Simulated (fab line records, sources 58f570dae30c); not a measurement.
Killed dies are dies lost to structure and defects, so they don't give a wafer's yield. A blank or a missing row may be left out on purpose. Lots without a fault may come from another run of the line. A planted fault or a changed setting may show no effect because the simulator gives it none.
Which tool did it? | flow berkeley_cmos170 | 14 lots, 42 wafers sampled, at 6 steps of a route of 331

WHAT THE GAUGES READ, wafer by wafer
UCB170_PSD_TW_MEAS_10.
lot  | measured     | on            | PSD_TW
L300 | day 6 03:35  | film_metro-04 | 2323 2339 2327
L302 | day 6 14:19  | film_metro-02 | 2350 2355 2333
L303 | day 7 00:59  | film_metro-02 | 2343 2344 2330
L304 | day 7 05:32  | film_metro-02 | 2342 2346 2359
L309 | day 8 08:26  | film_metro-02 | 2368 2347 2353
L310 | day 9 03:29  | film_metro-04 | 2326 2323 2325
L313 | day 9 08:42  | film_metro-03 | 2317 2320 2298
L312 | day 9 08:48  | film_metro-04 | 2308 2315 2309
L316 | day 9 18:04  | film_metro-02 | 2339 2324 2326
L317 | day 10 19:04 | film_metro-03 | 2326 2324 2324
L320 | day 10 19:29 | film_metro-02 | 2326 2344 2334
L321 | day 10 19:45 | film_metro-04 | 2325 2340 2345
L322 | day 11 09:41 | film_metro-02 | 2347 2336 2353
L323 | day 11 10:14 | film_metro-04 | 2331 2332 2334

UCB170_M1_RS_MEAS_01: measures by four-point-probe.
lot  | measured     | on            | M1_AL_RS (ohm/sq)
L300 | day 6 14:39  | film_metro-04 | 0.0485 0.0490 0.0491
L302 | day 7 03:31  | film_metro-02 | 0.0479 0.0480 0.0477
L303 | day 7 15:14  | film_metro-04 | 0.0477 0.0479 0.0483
L304 | day 7 16:55  | film_metro-04 | 0.0489 0.0488 0.0491
L309 | day 8 16:40  | film_metro-03 | 0.0483 0.0479 0.0479
L310 | day 9 12:04  | film_metro-04 | 0.0489 0.0491 0.0486
L313 | day 9 18:44  | film_metro-02 | 0.0486 0.0484 0.0479
L312 | day 9 18:29  | film_metro-04 | 0.0489 0.0488 0.0489
L316 | day 10 04:31 | film_metro-02 | 0.0482 0.0481 0.0485
L317 | day 11 04:59 | film_metro-02 | 0.0486 0.0486 0.0490
L320 | day 11 07:05 | film_metro-02 | 0.0487 0.0488 0.0491
L321 | day 11 07:40 | film_metro-02 | 0.0485 0.0485 0.0491
L322 | day 11 22:06 | film_metro-03 | 0.0486 0.0489 0.0488
L323 | day 11 23:14 | film_metro-04 | 0.0486 0.0489 0.0482

UCB170_M2_RS_MEAS_02: measures by four-point-probe.
lot  | measured     | on            | M2_AL_RS (ohm/sq)
L300 | day 6 23:01  | film_metro-02 | 0.03214 0.03208 0.03197
L302 | day 7 12:31  | film_metro-04 | 0.03188 0.03187 0.03211
L303 | day 8 00:31  | film_metro-02 | 0.03205 0.0324 0.0322
L304 | day 8 00:47  | film_metro-04 | 0.03219 0.03187 0.03204
L309 | day 9 02:59  | film_metro-01 | 0.03195 0.03223 0.03195
L310 | day 9 21:38  | film_metro-01 | 0.03219 0.0321 0.03199
L313 | day 10 01:46 | film_metro-01 | 0.03162 0.03164 0.0319
L312 | day 10 01:32 | film_metro-02 | 0.02902 0.0324 0.02895
L316 | day 10 13:16 | film_metro-01 | 0.02869 0.03181 0.03195
L317 | day 11 15:04 | film_metro-02 | 0.03168 0.03192 0.03178
L320 | day 11 17:26 | film_metro-02 | 0.03194 0.03198 0.03209
L321 | day 11 17:37 | film_metro-04 | 0.03199 0.03194 0.03204
L322 | day 12 09:31 | film_metro-04 | 0.03169 0.03194 0.03194
L323 | day 12 09:25 | film_metro-01 | 0.0327 0.03249 0.03242

UCB170_M2_THK_MEAS_03: measures by xrf.
lot  | measured     | on            | M2_AL_THK (nm)
L300 | day 6 23:08  | film_metro-02 | 884 884 891
L302 | day 7 12:38  | film_metro-04 | 903 905 905
L303 | day 8 00:38  | film_metro-02 | 889 874 879
L304 | day 8 00:53  | film_metro-04 | 887 901 898
L309 | day 9 03:07  | film_metro-01 | 908 900 901
L310 | day 9 21:44  | film_metro-01 | 898 901 903
L313 | day 10 01:53 | film_metro-01 | 917 907 905
L312 | day 10 01:38 | film_metro-02 | 976 884 981
L316 | day 10 13:23 | film_metro-01 | 999 902 900
L317 | day 11 15:11 | film_metro-02 | 898 895 893
L320 | day 11 17:33 | film_metro-02 | 891 887 888
L321 | day 11 17:44 | film_metro-04 | 897 894 895
L322 | day 12 09:38 | film_metro-04 | 900 894 891
L323 | day 12 09:32 | film_metro-01 | 886 892 898

UCB170_M3_OVL_MEAS_16.
lot  | measured     | on         | M3_OVL (nm)
L300 | day 7 08:16  | overlay-02 | -4 -1 -6
L302 | day 7 19:58  | overlay-02 | 0 -3 9
L303 | day 8 07:47  | overlay-02 | 7 7 0
L304 | day 8 08:20  | overlay-02 | -1 -3 -4
L309 | day 9 09:56  | overlay-02 | 3 -6 5
L310 | day 10 05:14 | overlay-01 | -4 -2 -6
L313 | day 10 11:54 | overlay-01 | 12 7 12
L312 | day 10 11:13 | overlay-02 | -1 10 7
L316 | day 10 20:38 | overlay-01 | -1 0 -1
L317 | day 11 23:53 | overlay-02 | -3 -3 6
L320 | day 12 03:03 | overlay-02 | 4 4 9
L321 | day 12 03:08 | overlay-01 | 12 5 -4
L322 | day 12 18:32 | overlay-01 | 2 3 8
L323 | day 12 18:02 | overlay-01 | -9 -1 -1

WHICH TOOL RAN EACH LOT (tool, then ch and the chambers of the sampled wafers, then the start)
lot  | UCB170_M2_SPUTTER_01
L300 | pvd_sputter-01, day 6 22:55
L302 | pvd_sputter-01, day 7 12:26
L303 | pvd_sputter-02, day 8 00:26
L304 | pvd_sputter-03, day 8 00:40
L309 | pvd_sputter-03, day 9 02:55
L310 | pvd_sputter-03, day 9 21:31
L313 | pvd_sputter-03, day 10 01:41
L312 | pvd_sputter-01, day 10 01:25
L316 | pvd_sputter-01, day 10 13:10
L317 | pvd_sputter-03, day 11 14:59
L320 | pvd_sputter-02, day 11 17:20
L321 | pvd_sputter-03, day 11 17:32
L322 | pvd_sputter-03, day 12 09:26
L323 | pvd_sputter-02, day 12 09:19
- UCB170_M2_SPUTTER_01: material Al, target thk 900 nm, time 120 s.

WHAT THE TOOLS THEMSELVES READ (means of the sampled wafers that have a number; where no wafer has one, the mark that the record gives instead)
UCB170_M2_SPUTTER_01.
lot  | tool           | cathode_dc_power_W (W) | throttle_valve_pct (%)
L300 | pvd_sputter-01 | 5999.4                 | 29.7
L302 | pvd_sputter-01 | 6000.0                 | 30.0
L303 | pvd_sputter-02 | 6000.2                 | 29.5
L304 | pvd_sputter-03 | 5999.4                 | 30.4
L309 | pvd_sputter-03 | 5999.2                 | 30.1
L310 | pvd_sputter-03 | 6000.0                 | 30.9
L313 | pvd_sputter-03 | 6000.0                 | 30.6
L312 | pvd_sputter-01 | 6000.6                 | 29.7
L316 | pvd_sputter-01 | 6000.2                 | 29.9
L317 | pvd_sputter-03 | 5998.8                 | 30.6
L320 | pvd_sputter-02 | 5999.4                 | 29.4
L321 | pvd_sputter-03 | 6000.5                 | 31.0
L322 | pvd_sputter-03 | 5999.6                 | 30.5
L323 | pvd_sputter-02 | 6001.3                 | 28.9

THE ANSWER, worked out from the rows above alone
Rule: what is usual is taken from the lots themselves. Put in order of their means at a reading, lots are off if they are a third of the lots or fewer, leave a main group of 4 or more, and stand apart from it by a gap of 3 or more times the standard deviation of the main group's means; of several such gaps the widest counts. A main group whose means are all the same, to the digits that the tables above print for the reading, isn't used. A lot without any number at a reading at which 4 lots or more have one is off too. The other lots that the step has rows for count as sound. The gauges are gone through in route order, then the tools' own readings, and for those a lot's mean is taken as printed above. The first step at which some lot is off is used, and at that step the reading that is off furthest; a lot without a number counts as furthest.
Off: L312, L316, at UCB170_M2_RS_MEAS_02 (M2_AL_RS). The main group: mean 0.03203 ohm/sq, standard deviation 0.0002.
A tool fits if, at a process step before that reading, it ran every lot that is off, and no sound lot after the first of them. The gauges at UCB170_M2_RS_MEAS_02 are tried like those tools. One fits: pvd_sputter-01 at UCB170_M2_SPUTTER_01. Its last sound lot is L302 (day 7 12:26), its first lot that is off L312 (day 10 01:25): a fault that began between those two fits.

WHAT THE SIMULATOR HAD PUT IN
Process parameter drift: pvd_sputter-01, from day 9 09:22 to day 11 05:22, at UCB170_M2_SPUTTER_01. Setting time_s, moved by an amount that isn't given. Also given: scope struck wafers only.
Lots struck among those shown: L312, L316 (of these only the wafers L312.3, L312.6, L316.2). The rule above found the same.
